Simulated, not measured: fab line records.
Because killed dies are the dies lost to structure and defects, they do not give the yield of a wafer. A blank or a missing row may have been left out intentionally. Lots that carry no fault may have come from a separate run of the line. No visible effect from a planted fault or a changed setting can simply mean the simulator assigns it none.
fab line records | flow berkeley-cmos170
record: lots: 5 | wafers: 14 | last-day: 11
route steps=331 shown V1@260 M2@271
lots with no fault: from the same line, run without faults
start-h: hours from the record's first day to the start of the lot's first wafer shown | wait-h: how many hours have passed since the lot's step before this one | " identical to the entry in the row above | L1.1+2: a single row standing in for several wafers | - either no value or no given start | * or withheld: withheld | < > ~ a bound
route shown NAME@n: names a module that has steps shown in the file, with the first one's number in the route | usual: mean/standard deviation taken from wafers without a fault | same: alike in all rows | chamber/n: place in a boat | sites: readings site by site | _std_site: how widely they spread, as a standard deviation | _edge_site: the outer-site mean with the inner-site mean subtracted | radius-mm: for every site, how far away it sits from the centre of the wafer | mask NAME#n: copy n | behind: the most recent tool/chamber to have shaped the wafer | hold: reason for holding the lot/hours on hold/outcome of the hold | device: transistor that didn't switch, given as n, p or np | end of line: the same wafers' tests at the end of the route | where a step has no rows: the recipe by itself | killed: the dies lost at the first sort to structure and to defects; this is not the yield of the wafer | map: the dies of a wafer, with x for killed, . for not killed, _ for no die there
set.NAME: the setting that was run; set.NAME@STEP: the one run at that earlier step | model.NAME: the simulator's own value behind a step, which no gauge read
lots at selected steps of the route; one table per step, one row per wafer
services: the hour from which a tool's chamber was out of use, counted from the record's first day as start-h (under 0 if before that day), plus the number of hours and why
== steps ==
step: UCB170_V1_HMDS_06
recipe: prime-time-s: 60 | prime-temp-c: 100
step: UCB170_V1_COAT_07
recipe: resist: KrF | spin-rpm: 1500 | resist-thk-nm: 900
step: UCB170_V1_SOFTBAKE_08
recipe: resist: KrF | temp-c: 130 | time-s: 60
step: UCB170_V1_EXPOSE_09
recipe: mask-id: VIA1 | target-cd-nm: 700 | na: 0.5 | sigma-outer: 0.6 | source-shape: conventional | dose-mj: 37
step: UCB170_V1_PEB_10
recipe: peb-temp-c: 130 | peb-time-s: withheld | resist: KrF
step: UCB170_V1_DEVELOP_11
recipe: developer: TMAH | develop-time-s: 45 | resist: KrF | dev-temp-c: 21
step: UCB170_V1_CD_MEAS_12
recipe: target-cd-nm: 700
usual: cd-nm: 699.5/1.5
lot.wafer | tool      | chamber | start-h | wait-h | cd-nm
L926.3    | cd-sem-01 | -       | 167.88  | -      | 700.0
L926.4    | "         | -       | "       | "      | 698.6
L926.6    | "         | -       | "       | "      | 701.3
L935.3    | cd-sem-01 | -       | 212.75  | -      | 701.5
L935.4    | "         | -       | "       | "      | 700.7
L935.6    | "         | -       | "       | "      | 701.5
L934.1    | cd-sem-01 | -       | 212.95  | -      | 700.2
L934.2    | "         | -       | "       | "      | 701.0
L934.5    | "         | -       | "       | "      | 700.2
L933.3    | cd-sem-01 | -       | 213.35  | -      | 696.2
L933.4    | "         | -       | "       | "      | 698.1
L945.4    | cd-sem-01 | -       | 254.29  | -      | 699.8
L945.5    | "         | -       | "       | "      | 698.7
L945.6    | "         | -       | "       | "      | 698.6
step: UCB170_V1_OVL_MEAS_13
usual: V1_OVL: 0/5.2
lot.wafer | tool       | chamber | start-h | wait-h | V1_OVL[nm]
L926.3    | overlay-01 | -       | 167.97  | 0.1    | 6
L926.4    | "          | -       | "       | "      | 7
L926.6    | "          | -       | "       | "      | 5
L935.3    | overlay-01 | -       | 212.85  | 0.1    | 6
L935.4    | "          | -       | "       | "      | 6
L935.6    | "          | -       | "       | "      | 14
L934.1    | overlay-02 | -       | 213.07  | 0.1    | -4
L934.2    | "          | -       | "       | "      | 1
L934.5    | "          | -       | "       | "      | -5
L933.3    | overlay-02 | -       | 213.45  | 0.1    | -6
L933.4    | "          | -       | "       | "      | -3
L945.4    | overlay-01 | -       | 254.37  | 0.1    | -1
L945.5    | "          | -       | "       | "      | -2
L945.6    | "          | -       | "       | "      | 1
step: UCB170_V1_ETCH_14
recipe: chemistry: CHF3/CF4/Ar | target: SiO2 | stop-on: Al | CHF3_flow_sccm: 45 | cf4-flow-sccm: 15 | Ar_flow_sccm: 150 | pressure-mtorr: 200 | rf-w: 700 | target-depth-a: 12500 | over-etch-frac: 0.25 | time-s: 291
usual: chamber-pressure-mTorr: 199.99/0.18 | drypump-motor-current-A: 5.80/0.29 | oes-product-au: 0.873/0.013 | throttle-valve-pct: 7.02/0.083
same: over-etch-frac: 0.25
lot.wafer | tool        | chamber | start-h | wait-h | chamber-pressure-mTorr | drypump-motor-current-A | oes-product-au | rf-hours-counter-h | throttle-valve-pct
L926.3    | rie-diel-04 | 0       | 167.99  | 0.0    | 199.76                 | 5.68                    | 0.876          | 97                 | 7.05
L926.4    | "           | 3       | "       | "      | 200.10                 | 5.85                    | 0.890          | 62                 | 7.09
L926.6    | "           | 0       | "       | "      | 199.80                 | 5.69                    | 0.879          | -                  | 7.07
L935.3    | rie-diel-03 | 0       | 212.87  | 0.0    | 199.93                 | 5.02                    | 0.872          | 89                 | 6.94
L935.4    | "           | 2       | "       | "      | 199.96                 | 5.80                    | 0.873          | 140                | 7.06
L935.6    | "           | 0       | "       | "      | 200.03                 | 5.02                    | 0.878          | -                  | 6.93
L934.1    | rie-diel-04 | 0       | 213.11  | 0.0    | 199.75                 | 5.69                    | 0.879          | 100                | 7.06
L934.2    | "           | 2       | "       | "      | 199.83                 | 6.19                    | 0.865          | 21                 | 7.01
L934.5    | "           | 2       | "       | "      | 199.99                 | 6.18                    | 0.871          | -                  | 7.00
L933.3    | rie-diel-02 | 3       | 213.47  | 0.0    | 200.05                 | 5.65                    | 0.886          | 84                 | 6.89
L933.4    | "           | 1       | "       | "      | 200.38                 | 5.64                    | 0.858          | 13                 | 6.97
L945.4    | rie-diel-04 | 1       | 254.39  | 0.0    | 199.60                 | 5.86                    | 0.868          | 38                 | 7.11
L945.5    | "           | 1       | "       | "      | 199.95                 | 5.87                    | 0.861          | -                  | 7.10
L945.6    | "           | 2       | "       | "      | 200.09                 | 6.15                    | 0.868          | -                  | 6.99
step: UCB170_V1_STRIP_15
recipe: chemistry: O2 | power-w: 400 | pressure-mtorr: 3500 | platen-temp-c: withheld | o2-flow-sccm: 400 | overash-fraction: 0.5
usual: chamber-pressure-mTorr: 3500/3.1 | drypump-motor-current-A: 6.1/0.43 | oes-product-au: 0.722/0.005 | strip-time-to-endpoint-s: 15.33/0.11
lot.wafer | tool            | chamber | start-h | wait-h | chamber-pressure-mTorr | drypump-motor-current-A | oes-product-au | rf-hours-counter-h | strip-time-to-endpoint-s
L926.3    | plasma-asher-02 | 1       | 168.21  | 0.1    | 3501                   | 5.5                     | 0.732          | -                  | 15.44
L926.4    | "               | 0       | "       | "      | 3500                   | 6.5                     | 0.719          | -                  | 15.15
L926.6    | "               | 0       | "       | "      | 3500                   | 6.5                     | 0.724          | -                  | 15.40
L935.3    | plasma-asher-03 | 0       | 213.08  | 0.1    | 3498                   | 5.9                     | 0.718          | -                  | 15.13
L935.4    | "               | 1       | "       | "      | 3495                   | 6.6                     | 0.729          | -                  | 15.35
L935.6    | "               | 0       | "       | "      | 3497                   | 6.0                     | 0.710          | -                  | 15.21
L934.1    | plasma-asher-02 | 1       | 213.29  | 0.1    | 3506                   | 5.5                     | 0.723          | 44                 | 15.40
L934.2    | "               | 0       | "       | "      | 3496                   | 6.4                     | 0.724          | 44                 | 15.37
L934.5    | "               | 1       | "       | "      | 3494                   | 5.5                     | 0.723          | -                  | 15.28
L933.3    | plasma-asher-04 | 0       | 213.68  | 0.1    | 3494                   | 6.5                     | 0.719          | -                  | 15.27
L933.4    | "               | 1       | "       | "      | 3499                   | 5.8                     | 0.718          | -                  | 15.36
L945.4    | plasma-asher-03 | 0       | 254.60  | 0.1    | 3498                   | 5.9                     | 0.721          | -                  | 15.27
L945.5    | "               | 1       | "       | "      | 3500                   | 6.6                     | 0.715          | -                  | 15.33
L945.6    | "               | 0       | "       | "      | 3501                   | 5.9                     | 0.722          | -                  | 15.32
step: UCB170_V1_CD_MEAS_90
recipe: target-cd-nm: 700
usual: cd-nm: 699.0/1.6
lot.wafer | tool      | chamber | start-h | wait-h | cd-nm
L926.3    | cd-sem-02 | -       | 168.31  | 0.1    | 699.5
L926.4    | "         | -       | "       | "      | 697.7
L926.6    | "         | -       | "       | "      | 700.8
L935.3    | cd-sem-01 | -       | 213.47  | 0.4    | 700.4
L935.4    | "         | -       | "       | "      | 700.4
L935.6    | "         | -       | "       | "      | 700.8
L934.1    | cd-sem-01 | -       | 213.55  | 0.2    | 699.8
L934.2    | "         | -       | "       | "      | 701.0
L934.5    | "         | -       | "       | "      | 699.7
L933.3    | cd-sem-01 | -       | 214.07  | 0.4    | 696.4
L933.4    | "         | -       | "       | "      | 696.9
L945.4    | cd-sem-01 | -       | 254.72  | 0.1    | 699.2
L945.5    | "         | -       | "       | "      | 698.4
L945.6    | "         | -       | "       | "      | 697.7
step: UCB170_M2_PRE_CLEAN_00
recipe: gas: Ar | preclean-etch-time-s: 60
step: UCB170_M2_SPUTTER_01
recipe: material: Al | target-thk-nm: 900 | time-s: 120 | power-w: 6000 | chamber-pressure-pa: 0.5
usual: throttle-valve-pct: 30.0/1.3
lot.wafer | tool           | chamber | start-h | wait-h | throttle-valve-pct | model.Al_of_M2_SPUTTER_01.thk-nm
L926.3    | pvd-sputter-03 | -       | 168.46  | 0.0    | 30.9               | 901.4
L926.4    | "              | -       | "       | "      | 27.5               | 911.4
L926.6    | "              | -       | "       | "      | 30.7               | 906.5
L935.3    | pvd-sputter-02 | -       | 213.62  | 0.0    | 30.6               | 893.1
L935.4    | "              | -       | "       | "      | 30.3               | 895.8
L935.6    | "              | -       | "       | "      | 30.3               | 884
L934.1    | pvd-sputter-04 | -       | 213.74  | 0.0    | 31.4               | 884.5
L934.2    | "              | -       | "       | "      | 30.4               | 876.4
L934.5    | "              | -       | "       | "      | 27.4               | 888.8
L933.3    | pvd-sputter-03 | -       | 214.22  | 0.0    | 27.6               | 903.3
L933.4    | "              | -       | "       | "      | 29.5               | 1206
L945.4    | pvd-sputter-02 | -       | 254.85  | 0.0    | 30.5               | 888.7
L945.5    | "              | -       | "       | "      | 30.3               | 880.4
L945.6    | "              | -       | "       | "      | 30.2               | 898.4
step: UCB170_M2_RS_MEAS_02
recipe: thk-meas-gauge: four-point-probe | reads: Al_of_M2_SPUTTER_01
usual: M2_AL_RS: 0.0321/0.00035
lot.wafer | tool          | chamber | start-h | wait-h | M2_AL_RS[ohm/sq]
L926.3    | film-metro-04 | -       | 168.58  | 0.1    | 0.0321
L926.4    | "             | -       | "       | "      | 0.0317
L926.6    | "             | -       | "       | "      | 0.0319
L935.3    | film-metro-01 | -       | 213.74  | 0.1    | 0.0324
L935.4    | "             | -       | "       | "      | 0.0323
L935.6    | "             | -       | "       | "      | 0.0327
L934.1    | film-metro-02 | -       | 213.82  | 0.0    | 0.0328
L934.2    | "             | -       | "       | "      | 0.0330
L934.5    | "             | -       | "       | "      | 0.0325
L933.3    | film-metro-02 | -       | 214.34  | 0.1    | 0.0320
L933.4    | "             | -       | "       | "      | 0.0239
L945.4    | film-metro-04 | -       | 254.99  | 0.1    | 0.0325
L945.5    | "             | -       | "       | "      | 0.0329
L945.6    | "             | -       | "       | "      | 0.0322
step: UCB170_M2_THK_MEAS_03
recipe: thk-meas-gauge: xrf | reads: Al_of_M2_SPUTTER_01
usual: M2_AL_THK: 911/12
lot.wafer | tool          | chamber | start-h | wait-h | M2_AL_THK[nm]
L926.3    | film-metro-04 | -       | 168.68  | 0.1    | 918
L926.4    | "             | -       | "       | "      | 925
L926.6    | "             | -       | "       | "      | 924
L935.3    | film-metro-01 | -       | 213.84  | 0.1    | 897
L935.4    | "             | -       | "       | "      | 903
L935.6    | "             | -       | "       | "      | 892
L934.1    | film-metro-02 | -       | 213.94  | 0.1    | 887
L934.2    | "             | -       | "       | "      | 879
L934.5    | "             | -       | "       | "      | 893
L933.3    | film-metro-02 | -       | 214.44  | 0.1    | 910
L933.4    | "             | -       | "       | "      | 1211
L945.4    | film-metro-04 | -       | 255.08  | 0.1    | 908
L945.5    | "             | -       | "       | "      | 897
L945.6    | "             | -       | "       | "      | 915
step: UCB170_M2_HMDS_04
recipe: prime-time-s: 60 | prime-temp-c: 100
step: UCB170_M2_COAT_05
recipe: resist: KrF | spin-rpm: 1500 | resist-thk-nm: 900
step: UCB170_M2_SOFTBAKE_06
recipe: resist: KrF | temp-c: 130 | time-s: 60
step: UCB170_M2_STRIP_07
recipe: chemistry: O2 | power-w: 400 | pressure-mtorr: 3500 | platen-temp-c: withheld | o2-flow-sccm: 400 | overash-fraction: 0.5
usual: chamber-pressure-mTorr: 3499/5.8 | drypump-motor-current-A: 5.8/0.68 | oes-product-au: 0.734/0.0043 | strip-time-to-endpoint-s: 21.99/0.059
lot.wafer | tool            | chamber | start-h | wait-h | chamber-pressure-mTorr | drypump-motor-current-A | oes-product-au | rf-hours-counter-h | strip-time-to-endpoint-s
L926.3    | plasma-asher-01 | 0       | 170.25  | 0.1    | 3497                   | 4.9                     | 0.736          | -                  | 21.95
L926.4    | "               | 1       | "       | "      | 3495                   | 4.9                     | 0.727          | -                  | 21.88
L926.6    | "               | 0       | "       | "      | 3497                   | 4.9                     | 0.739          | -                  | 21.96
L935.3    | plasma-asher-04 | 0       | 214.49  | 0.1    | 3497                   | 6.5                     | 0.737          | -                  | 22.03
L935.4    | "               | 1       | "       | "      | 3496                   | 5.8                     | 0.733          | -                  | 22.03
L935.6    | "               | 0       | "       | "      | 3504                   | 6.5                     | 0.735          | -                  | 21.97
L934.1    | plasma-asher-01 | 1       | 214.59  | 0.1    | 3504                   | 4.8                     | 0.736          | 53                 | 21.90
L934.2    | "               | 0       | "       | "      | 3500                   | 4.9                     | 0.736          | 53                 | 21.94
L934.5    | "               | 1       | "       | "      | 3503                   | 4.8                     | 0.740          | -                  | 21.98
L933.3    | plasma-asher-04 | 1       | 215.30  | 0.1    | 3497                   | 5.8                     | 0.730          | -                  | 22.01
L933.4    | "               | 0       | "       | "      | 3501                   | 6.5                     | 0.739          | -                  | 21.96
L945.4    | plasma-asher-01 | 1       | 255.63  | 0.1    | 3502                   | 4.8                     | 0.725          | -                  | 22.05
L945.5    | "               | 0       | "       | "      | 3505                   | 4.9                     | 0.736          | -                  | 21.99
L945.6    | "               | 1       | "       | "      | 3501                   | 4.9                     | 0.739          | -                  | 22.05
step: UCB170_M2_STRIP_08
recipe: chemistry: DMSO | temp-c: 80 | time-s: 600 | material: KrF
step: UCB170_M2_COAT_09
recipe: resist: BARC | temp-c: withheld | time-s: withheld | spin-rpm: 3000 | resist-thk-nm: withheld
step: UCB170_M2_COAT_10
recipe: resist: KrF | spin-rpm: 1500 | resist-thk-nm: 900
step: UCB170_M2_SOFTBAKE_11
recipe: resist: KrF | temp-c: 130 | time-s: 60
step: UCB170_M2_EXPOSE_12
recipe: mask-id: METAL2 | target-cd-nm: 700 | na: 0.5 | sigma-outer: 0.6 | source-shape: conventional | dose-mj: 26
step: UCB170_M2_PEB_13
recipe: peb-temp-c: 130 | peb-time-s: withheld | resist: KrF
step: UCB170_M2_DEVELOP_14
recipe: developer: TMAH | develop-time-s: 45 | resist: KrF | dev-temp-c: 21
step: UCB170_M2_CD_MEAS_15
recipe: target-cd-nm: 700
usual: cd-nm: 700.5/1.4
lot.wafer | tool      | chamber | start-h | wait-h | cd-nm
L926.3    | cd-sem-02 | -       | 171.79  | -      | 699.2
L926.4    | "         | -       | "       | "      | 699.3
L926.6    | "         | -       | "       | "      | 700.3
L935.3    | cd-sem-01 | -       | 216.57  | -      | 701.8
L935.4    | "         | -       | "       | "      | 701.0
L935.6    | "         | -       | "       | "      | 701.6
L934.1    | cd-sem-01 | -       | 216.65  | -      | 701.2
L934.2    | "         | -       | "       | "      | 701.7
L934.5    | "         | -       | "       | "      | 700.4
L933.3    | cd-sem-01 | -       | 218.24  | -      | 699.3
L933.4    | "         | -       | "       | "      | 699.1
L945.4    | cd-sem-01 | -       | 256.90  | -      | 698.8
L945.5    | "         | -       | "       | "      | 698.4
L945.6    | "         | -       | "       | "      | 698.8
step: UCB170_M2_OVL_MEAS_16
usual: M2_OVL: 0/6.9
lot.wafer | tool       | chamber | start-h | wait-h | M2_OVL[nm]
L926.3    | overlay-01 | -       | 171.88  | 0.1    | 3
L926.4    | "          | -       | "       | "      | 4
L926.6    | "          | -       | "       | "      | 3
L935.3    | overlay-02 | -       | 216.67  | 0.1    | -11
L935.4    | "          | -       | "       | "      | -7
L935.6    | "          | -       | "       | "      | -4
L934.1    | overlay-01 | -       | 216.77  | 0.1    | -13
L934.2    | "          | -       | "       | "      | -13
L934.5    | "          | -       | "       | "      | -13
L933.3    | overlay-01 | -       | 218.34  | 0.1    | -1
L933.4    | "          | -       | "       | "      | -3
L945.4    | overlay-01 | -       | 256.98  | 0.1    | -17
L945.5    | "          | -       | "       | "      | -18
L945.6    | "          | -       | "       | "      | -19
step: UCB170_M2_ETCH_17
recipe: chemistry: N2/H2 | target-depth-a: withheld | overetch-a: withheld | target: BARC | time-s: withheld | source-w: 500 | bias-w: 100 | pressure-mtorr: 30 | n2-flow-sccm: 100 | h2-flow-sccm: 200
usual: chamber-pressure-mTorr: 29.999/0.024 | drypump-motor-current-A: 5.7/0.41 | oes-product-au: 1.005/0.016 | throttle-valve-pct: 13.37/0.17
lot.wafer | tool        | chamber | start-h | wait-h | chamber-pressure-mTorr | drypump-motor-current-A | oes-product-au | throttle-valve-pct
L926.3    | rie-diel-03 | 3       | 171.90  | 0.0    | 30.023                 | 5.5                     | 1.000          | 13.57
L926.4    | "           | 0       | "       | "      | 30.018                 | 5.0                     | 1.002          | 13.20
L926.6    | "           | 3       | "       | "      | 29.996                 | 5.5                     | 0.995          | 13.57
L935.3    | rie-diel-03 | 2       | 216.69  | 0.0    | 30.014                 | 5.8                     | 0.983          | 13.50
L935.4    | "           | 1       | "       | "      | 29.965                 | 5.7                     | 1.000          | 13.32
L935.6    | "           | 3       | "       | "      | 29.972                 | 5.5                     | 0.998          | 13.56
L934.1    | rie-diel-01 | 0       | 216.81  | 0.0    | 30.037                 | 6.0                     | 1.029          | 13.41
L934.2    | "           | 3       | "       | "      | 30.025                 | 5.0                     | 1.032          | 13.05
L934.5    | "           | 1       | "       | "      | 29.983                 | 5.6                     | 1.010          | 13.48
L933.3    | rie-diel-01 | 2       | 218.36  | 0.0    | 29.983                 | 6.4                     | 1.018          | 13.58
L933.4    | "           | 1       | "       | "      | 29.981                 | 5.6                     | 1.018          | 13.48
L945.4    | rie-diel-01 | 1       | 256.99  | 0.0    | 30.022                 | 5.6                     | 0.998          | 13.50
L945.5    | "           | 2       | "       | "      | 29.965                 | 6.4                     | 1.003          | 13.59
L945.6    | "           | 1       | "       | "      | 29.989                 | 5.6                     | 0.996          | 13.50
step: UCB170_M2_METAL_ETCH_18
recipe: chemistry: Cl2/BCl3 | target: Al | stop-on: SiO2 | pressure-mtorr: 12 | target-depth-a: 11700 | over-etch-frac: 0.3 | time-s: 195 | icp-w: 600 | bias-w: 120 | Cl2_flow_sccm: 90 | bcl3-flow-sccm: 45
usual: bcl3-flow-sccm: 45.00/0.15 | chamber-pressure-mTorr: 12.001/0.012 | drypump-motor-current-A: 5.5/0.53 | mfc-cl2-sccm: 90.05/0.24 | oes-product-au: 0.859/0.013 | throttle-valve-pct: 24.48/0.1
same: over-etch-frac: 0.3
lot.wafer | tool         | chamber | start-h | wait-h | bcl3-flow-sccm | chamber-pressure-mTorr | drypump-motor-current-A | mfc-cl2-sccm | oes-product-au | rf-hours-counter-h | throttle-valve-pct
L926.3    | rie-metal-02 | 1       | 172.01  | -      | 45.11          | 11.997                 | 4.8                     | 90.35        | 0.871          | -                  | 24.44
L926.4    | "            | 0       | "       | "      | 45.03          | 12.015                 | 6.0                     | 90.06        | 0.865          | -                  | 24.32
L926.6    | "            | 1       | "       | "      | 45.03          | 11.997                 | 4.8                     | 90.25        | 0.876          | -                  | 24.46
L935.3    | rie-metal-01 | 0       | 216.79  | -      | 45.05          | 12.005                 | 5.5                     | 89.90        | 0.869          | -                  | 24.44
L935.4    | "            | 1       | "       | "      | 44.99          | 12.004                 | 5.2                     | 89.97        | 0.865          | -                  | 24.68
L935.6    | "            | 0       | "       | "      | 44.62          | 11.988                 | 5.5                     | 89.92        | 0.868          | -                  | 24.44
L934.1    | rie-metal-02 | 1       | 216.85  | -      | 45.20          | 12.010                 | 4.8                     | 90.20        | 0.857          | 5                  | 24.45
L934.2    | "            | 0       | "       | "      | 45.19          | 12.003                 | 6.0                     | 90.07        | 0.832          | 3                  | 24.34
L934.5    | "            | 1       | "       | "      | 45.11          | 12.009                 | 4.8                     | 90.10        | 0.861          | -                  | 24.45
L933.3    | rie-metal-03 | 1       | 218.46  | -      | 44.81          | 12.011                 | 6.3                     | 90.18        | 0.854          | -                  | 24.51
L933.4    | "            | 0       | "       | "      | 45.08          | 12.021                 | 5.1                     | 90.23        | 0.969          | -                  | 24.41
L945.4    | rie-metal-03 | 1       | 257.10  | -      | 45.29          | 12.013                 | 6.3                     | 90.22        | 0.846          | -                  | 24.50
L945.5    | "            | 0       | "       | "      | 44.99          | 12.005                 | 5.1                     | 89.69        | 0.839          | -                  | 24.49
L945.6    | "            | 1       | "       | "      | 45.24          | 12.020                 | 6.3                     | 90.31        | 0.857          | -                  | 24.50
step: UCB170_M2_STRIP_19
recipe: chemistry: O2 | power-w: 400 | pressure-mtorr: 3500 | platen-temp-c: withheld | o2-flow-sccm: 400 | overash-fraction: 0.5
usual: chamber-pressure-mTorr: 3500/3.3 | drypump-motor-current-A: 5.7/0.7 | oes-product-au: 0.552/0.0099
lot.wafer | tool            | chamber | start-h | wait-h | chamber-pressure-mTorr | drypump-motor-current-A | oes-product-au | rf-hours-counter-h
L926.3    | plasma-asher-03 | 1       | 172.16  | 0.1    | 3498                   | 6.6                     | 0.552          | -
L926.4    | "               | 0       | "       | "      | 3496                   | 5.9                     | 0.548          | -
L926.6    | "               | 1       | "       | "      | 3499                   | 6.6                     | 0.550          | -
L935.3    | plasma-asher-04 | 1       | 216.95  | 0.1    | 3499                   | 5.8                     | 0.551          | -
L935.4    | "               | 0       | "       | "      | 3495                   | 6.6                     | 0.556          | -
L935.6    | "               | 0       | "       | "      | 3503                   | 6.5                     | 0.563          | -
L934.1    | plasma-asher-01 | 1       | 217.04  | 0.1    | 3502                   | 4.8                     | 0.549          | 54
L934.2    | "               | 0       | "       | "      | 3503                   | 4.9                     | 0.534          | 54
L934.5    | "               | 1       | "       | "      | 3506                   | 4.8                     | 0.550          | -
L933.3    | plasma-asher-01 | 1       | 218.62  | 0.1    | 3498                   | 4.8                     | 0.551          | -
L933.4    | "               | 0       | "       | "      | 3502                   | 4.9                     | 0.557          | -
L945.4    | plasma-asher-04 | 0       | 257.26  | 0.1    | 3504                   | 6.5                     | 0.554          | -
L945.5    | "               | 0       | "       | "      | 3498                   | 6.6                     | 0.552          | -
L945.6    | "               | 1       | "       | "      | 3501                   | 5.8                     | 0.558          | -
== services ==
tool            | chamber | start-h | hours | kind
plasma-asher-01 | -       | 150.84  | 1.0   | repair
rie-diel-03     | 1       | 153.25  | 4.5   | repair
plasma-asher-04 | -       | 160.31  | 15.6  | pm
plasma-asher-02 | -       | 169.86  | 0.7   | repair
rie-diel-01     | 3       | 171.07  | 14.4  | repair
pvd-sputter-04  | -       | 173.16  | 5.1   | repair
rie-metal-01    | 0       | 185.25  | 4.1   | repair
rie-diel-01     | 2       | 195.64  | 4.6   | repair
plasma-asher-01 | -       | 196.21  | 2.0   | repair
rie-diel-04     | 3       | 201.22  | 1.5   | repair
rie-diel-04     | 1       | 202.19  | 10.0  | repair
plasma-asher-02 | -       | 205.58  | 7.6   | repair
rie-metal-03    | -       | 212.40  | 2.8   | pm
rie-diel-03     | 0       | 213.47  | 9.2   | repair
rie-diel-01     | -       | 220.96  | 2.8   | pm
rie-diel-03     | 2       | 222.67  | -     | clean
rie-diel-03     | 2       | 222.67  | 23.4  | scheduled-down
rie-diel-03     | 2       | 222.67  | 23.4  | vent-cycle
rie-diel-02     | 3       | 225.44  | 14.4  | repair
plasma-asher-02 | -       | 225.83  | 0.4   | repair
rie-diel-01     | -       | 232.77  | 1.1   | repair
rie-diel-02     | 2       | 236.87  | 5.0   | repair
rie-diel-03     | 1       | 240.42  | 5.2   | repair
rie-diel-04     | 2       | 244.57  | 6.6   | repair
== key ==
first-sign: step: UCB170_M2_RS_MEAS_02 | reading: M2_AL_RS | direction: down | sigmas: 24 | usual: 0.0321 | struck: 0.0239
effect: step: UCB170_M2_THK_MEAS_03 | reading: M2_AL_THK | direction: up | sigmas: 24 | usual: 911 | struck: 1211
effect: step: UCB170_M2_METAL_ETCH_18 | reading: oes-product-au | direction: up | sigmas: 8.3 | usual: 0.859 | struck: 0.969
model-effect: step: UCB170_M2_SPUTTER_01 | value: Al_of_M2_SPUTTER_01.thk-nm | without: 916.9 | struck: 1206
met-at UCB170_M2_SPUTTER_01
struck-wafers L933.4
later-rows-left-out L933.4
sort-left-out L933.4
fault: kind: process-parameter-drift | tool: pvd-sputter-03 | chamber: - | onset-h: 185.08 | steps: UCB170_M2_SPUTTER_01 | channel: target-thk-nm | offset: 288.56 | shape: step | acts-in: these-recipes-only | stated: 900 | scope: struck-wafers-only
sort-left-out: the simulated sort isn't trusted on such a fault, so these wafers' sort isn't shown, and their yield isn't known
later-rows-left-out: the simulator's readings of these wafers behind a module that went badly wrong aren't trusted and aren't shown, but for the sort
